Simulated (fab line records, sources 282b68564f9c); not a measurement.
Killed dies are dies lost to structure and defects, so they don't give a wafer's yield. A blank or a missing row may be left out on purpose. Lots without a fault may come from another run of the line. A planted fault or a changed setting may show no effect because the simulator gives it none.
Which tool did it? | flow rit_cmos | 14 lots, 42 wafers sampled, at 3 steps of a route of 202

WHAT THE GAUGES READ, wafer by wafer
RIT_NSD_TW_MEAS_10. Usual: NSD_TW 3149, standard deviation 21.
lot  | measured    | on            | NSD_TW         | flag
L409 | day 2 23:32 | film_metro-03 | 3167 3187 3182 |
L410 | day 3 05:20 | film_metro-04 | 3142 3126 3131 |
L411 | day 3 09:08 | film_metro-03 | 3203 3188 3186 |
L412 | day 3 14:24 | film_metro-04 | 3160 3150 3151 |
L413 | day 3 18:38 | film_metro-04 | 3141 3144 3133 |
L414 | day 4 00:59 | film_metro-03 | 3162 3149 3164 |
L416 | day 4 10:08 | film_metro-03 | 3144 3153 3137 |
L417 | day 4 15:04 | film_metro-03 | 3157 3143 3139 |
L420 | day 5 06:09 | film_metro-02 | 3118 3109 3107 |
L421 | day 5 11:06 | film_metro-02 | 2835 2835 2839 | OFF
L422 | day 5 17:32 | film_metro-04 | 2885 2871 2886 | OFF
L429 | day 7 03:17 | film_metro-04 | 3148 3159 3146 |
L431 | day 7 15:22 | film_metro-04 | 3157 3144 3144 |
L432 | day 7 23:20 | film_metro-02 | 3147 3149 3128 |

RIT_SDANNEAL_RS_MEAS_05: measures by four-point-probe. Usual: NSD_RS 83.29 ohm/sq, standard deviation 0.26.
lot  | measured    | on            | NSD_RS (ohm/sq)   | flag
L409 | day 3 01:35 | film_metro-03 | 82.99 83.20 82.81 |
L410 | day 3 07:23 | film_metro-04 | 83.67 83.11 83.22 |
L411 | day 3 11:10 | film_metro-04 | 83.35 83.20 83.36 |
L412 | day 3 16:33 | film_metro-02 | 82.87 82.93 83.15 |
L413 | day 3 20:50 | film_metro-04 | 83.85 83.77 83.66 |
L414 | day 4 03:04 | film_metro-02 | 83.31 83.26 83.00 |
L416 | day 4 12:10 | film_metro-02 | 83.52 83.53 83.68 |
L417 | day 4 17:07 | film_metro-03 | 83.40 83.63 83.49 |
L420 | day 5 08:21 | film_metro-04 | 83.23 83.04 82.75 |
L421 | day 5 13:17 | film_metro-03 | 85.99 86.62 86.31 | OFF
L422 | day 5 19:42 | film_metro-04 | 85.90 86.50 86.32 | OFF
L429 | day 7 05:26 | film_metro-02 | 82.96 82.98 83.01 |
L431 | day 7 17:32 | film_metro-02 | 83.17 83.42 83.25 |
L432 | day 8 01:31 | film_metro-03 | 83.51 83.59 83.83 |

WHICH TOOL RAN EACH LOT (tool, then ch and the chambers of the sampled wafers, then the start)
lot  | RIT_NSD_IMPLANT_08
L409 | implanter-03 ch 0, day 2 23:14
L410 | implanter-02 ch 0, day 3 05:02
L411 | implanter-02 ch 0, day 3 08:49
L412 | implanter-01 ch 0, day 3 14:05
L413 | implanter-02 ch 0, day 3 18:22
L414 | implanter-03 ch 0, day 4 00:39
L416 | implanter-03 ch 0, day 4 09:49
L417 | implanter-01 ch 0, day 4 14:45
L420 | implanter-01 ch 0, day 5 05:50
L421 | implanter-02 ch 0, day 5 10:47
L422 | implanter-02 ch 0, day 5 17:13
L429 | implanter-03 ch 0, day 7 02:57
L431 | implanter-01 ch 0, day 7 15:02
L432 | implanter-03 ch 0, day 7 23:03
- RIT_NSD_IMPLANT_08

WHAT THE TOOLS THEMSELVES READ (means of the sampled wafers that have a number; where no wafer has one, the mark that the record gives instead)
RIT_NSD_IMPLANT_08. Usual: beam_energy_keV 25.000, standard deviation 0.0091; beam_on_s 10.00 s, standard deviation 0.18; end_station_pressure_torr 7.6e-06 Torr, standard deviation 4.1e-07.
lot  | tool         | beam_energy_keV | beam_on_s (s) | end_station_pressure_torr (Torr) | flag
L409 | implanter-03 | 25.001          | 10.01         | 7.5e-06                          |
L410 | implanter-02 | 25.007          | 9.93          | 7.8e-06                          |
L411 | implanter-02 | 25.002          | 10.01         | 7.9e-06                          |
L412 | implanter-01 | 24.988          | 10.26         | 7.5e-06                          |
L413 | implanter-02 | 25.008          | 10.04         | 7.5e-06                          |
L414 | implanter-03 | 24.986          | 9.90          | 7.5e-06                          |
L416 | implanter-03 | 24.987          | 10.07         | 7.5e-06                          |
L417 | implanter-01 | 24.997          | 10.01         | 7.2e-06                          |
L420 | implanter-01 | 25.006          | 9.86          | 7.7e-06                          |
L421 | implanter-02 | 17.504          | 9.91          | 7.1e-06                          | OFF
L422 | implanter-02 | 17.493          | 9.89          | 7.4e-06                          | OFF
L429 | implanter-03 | 24.991          | 9.93          | 7.5e-06                          |
L431 | implanter-01 | 25.004          | 9.98          | 7.5e-06                          |
L432 | implanter-03 | 25.002          | 9.96          | 7.6e-06                          |

THE ANSWER, worked out from the rows above alone
Rule: a lot is off if the mean of its wafers that have a number lies more than 3 standard deviations from the usual mean. A lot without any number at a reading at which 4 lots or more have one is off too. The other lots that the step has rows for count as sound. The gauges are gone through in route order, then the tools' own readings, and for those a lot's mean is taken as printed above. The first step at which some lot is off is used, and at that step the reading that is off furthest; a lot without a number counts as furthest.
Off: L421, L422, at RIT_NSD_TW_MEAS_10 (NSD_TW).
A tool fits if, at a process step before that reading, it ran every lot that is off, and no sound lot after the first of them. The gauges at RIT_NSD_TW_MEAS_10 aren't tried: what is off there is off at RIT_NSD_IMPLANT_08 too, on other tools, and a gauge's error can't cause that. One fits: implanter-02 at RIT_NSD_IMPLANT_08. Its last sound lot is L413 (day 3 18:22), its first lot that is off L421 (day 5 10:47): a fault that began between those two fits.
The tool's own readings at RIT_NSD_IMPLANT_08 bear it out: on the lots that are off they differ by more than 5 times the standard deviation of the sound lots' means. beam_energy_keV reads 17.498 there against 24.998 on the sound lots.

WHAT THE SIMULATOR HAD PUT IN
Process parameter drift: implanter-02, from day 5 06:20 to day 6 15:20, at RIT_NSD_IMPLANT_08. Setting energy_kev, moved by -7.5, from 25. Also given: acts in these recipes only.
Lots struck among those shown: L421, L422. The rule above found the same.
